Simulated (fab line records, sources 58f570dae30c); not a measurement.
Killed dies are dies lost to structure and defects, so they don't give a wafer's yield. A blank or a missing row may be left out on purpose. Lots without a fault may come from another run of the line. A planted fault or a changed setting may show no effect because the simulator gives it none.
Which tool did it? | flow berkeley_cmos170 | 15 lots, 45 wafers sampled, at 2 steps of a route of 331

WHAT THE GAUGES READ, wafer by wafer
UCB170_GATE_THK_MEAS_05. Usual: GATE_POLY_THK 215.4 nm, standard deviation 2.
lot  | measured     | on            | GATE_POLY_THK (nm) | flag
L927 | day 6 00:35  | film_metro-02 | 213.1 213.5 213.7  |
L928 | day 6 00:37  | film_metro-03 | 215.6 215.9 214.5  |
L930 | day 6 13:07  | film_metro-02 | 212.9 214.4 214.6  |
L936 | day 8 08:50  | film_metro-04 | 107.4 111.0 110.8  | OFF
L937 | day 8 08:53  | film_metro-02 | 109.3 107.6 108.4  | OFF
L938 | day 8 08:50  | film_metro-03 | 105.3 104.9 105.2  | OFF
L939 | day 8 16:11  | film_metro-04 | 216.1 215.1 214.3  |
L940 | day 8 16:11  | film_metro-02 | 218.8 216.8 218.5  |
L941 | day 9 00:07  | film_metro-04 | 215.1 216.0 214.1  |
L942 | day 9 00:07  | film_metro-03 | 214.7 216.4 215.7  |
L943 | day 9 00:07  | film_metro-02 | 217.4 217.3 218.1  |
L946 | day 10 09:06 | film_metro-02 | 215.1 213.4 215.9  |
L947 | day 10 09:07 | film_metro-03 | 215.9 217.9 217.5  |
L948 | day 10 13:59 | film_metro-04 | 215.8 216.4 212.3  |
L949 | day 10 21:20 | film_metro-03 | 213.6 215.2 215.4  |

WHICH TOOL RAN EACH LOT (tool, then ch and the chambers of the sampled wafers, then the start)
lot  | UCB170_GATE_CVD_04
L927 | lpcvd-01 ch 0, day 5 23:11
L928 | lpcvd-01 ch 0, day 5 23:11
L930 | lpcvd-01 ch 0, day 6 11:43
L936 | lpcvd-01 ch 1, day 8 07:25
L937 | lpcvd-01 ch 1, day 8 07:25
L938 | lpcvd-01 ch 0, day 8 07:25
L939 | lpcvd-02 ch 0, day 8 14:47
L940 | lpcvd-02 ch 1, day 8 14:47
L941 | lpcvd-02 ch 1, day 8 22:43
L942 | lpcvd-02 ch 0, day 8 22:43
L943 | lpcvd-02 ch 1, day 8 22:43
L946 | lpcvd-02 ch 0, day 10 07:42
L947 | lpcvd-02 ch 1, day 10 07:42
L948 | lpcvd-02 ch 1, day 10 12:35
L949 | lpcvd-02 ch 0, day 10 19:56
- UCB170_GATE_CVD_04: deposits poly-Si from SiH4, time 1440 s, target thk 214 nm.

WHAT THE TOOLS THEMSELVES READ (means of the sampled wafers that have a number; where no wafer has one, the mark that the record gives instead)
UCB170_GATE_CVD_04. Usual: pressure_mtorr 375.1 mTorr, standard deviation 0.72; sih4_flow_sccm 120.0 sccm, standard deviation 0.33; spike_tc_centre_C 612.2 C, standard deviation 1.4; zone_power_centre_pct 25.0 %, standard deviation 1.2.
lot  | tool     | pressure_mtorr (mTorr) | sih4_flow_sccm (sccm) | spike_tc_centre_C (C) | zone_power_centre_pct (%) | flag
L927 | lpcvd-01 | 374.8                  | 120.4                 | 612.0                 | 25.4                      |
L928 | lpcvd-01 | 374.7                  | 120.2                 | 613.8                 | 25.5                      |
L930 | lpcvd-01 | 375.2                  | 120.3                 | 613.7                 | 25.2                      |
L936 | lpcvd-01 | 374.7                  | 59.8                  | 610.7                 | 26.6                      | OFF
L937 | lpcvd-01 | 375.6                  | 60.3                  | 611.1                 | 26.6                      | OFF
L938 | lpcvd-01 | 376.2                  | 59.6                  | 613.4                 | 25.4                      | OFF
L939 | lpcvd-02 | 375.4                  | 120.1                 | 614.0                 | 23.0                      |
L940 | lpcvd-02 | 374.9                  | 119.9                 | 611.1                 | 25.4                      |
L941 | lpcvd-02 | 374.8                  | 120.3                 | 611.8                 | 25.7                      |
L942 | lpcvd-02 | 375.2                  | 119.9                 | 612.4                 | 23.4                      |
L943 | lpcvd-02 | 375.0                  | 119.9                 | 611.9                 | 25.5                      |
L946 | lpcvd-02 | 375.4                  | 120.2                 | 612.2                 | 23.2                      |
L947 | lpcvd-02 | 375.9                  | 119.7                 | 611.9                 | 25.5                      |
L948 | lpcvd-02 | 374.8                  | 120.1                 | 612.3                 | 25.6                      |
L949 | lpcvd-02 | 375.2                  | 119.8                 | 612.3                 | 23.1                      |

THE ANSWER, worked out from the rows above alone
Rule: a lot is off if the mean of its wafers that have a number lies more than 3 standard deviations from the usual mean. A lot without any number at a reading at which 4 lots or more have one is off too. The other lots that the step has rows for count as sound. The gauges are gone through in route order, then the tools' own readings, and for those a lot's mean is taken as printed above. The first step at which some lot is off is used, and at that step the reading that is off furthest; a lot without a number counts as furthest.
Off: L936, L937, L938, at UCB170_GATE_THK_MEAS_05 (GATE_POLY_THK).
A tool fits if, at a process step before that reading, it ran every lot that is off, and no sound lot after the first of them. The gauges at UCB170_GATE_THK_MEAS_05 aren't tried: what is off there is off at UCB170_GATE_CVD_04 too, on other tools, and a gauge's error can't cause that. One fits: lpcvd-01 at UCB170_GATE_CVD_04. Its last sound lot is L930 (day 6 11:43), its first lot that is off L936 (day 8 07:25): a fault that began between those two fits.
The tool's own readings at UCB170_GATE_CVD_04 bear it out: on the lots that are off they differ by more than 5 times the standard deviation of the sound lots' means. sih4_flow_sccm reads 59.9 sccm there against 120.1 sccm on the sound lots.

WHAT THE SIMULATOR HAD PUT IN
Process parameter drift: lpcvd-01, from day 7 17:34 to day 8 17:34, at UCB170_GATE_CVD_04. Setting sih4_flow_sccm, moved by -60, from 120. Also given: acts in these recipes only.
Lots struck among those shown: L936, L938, L937. The rule above found the same.
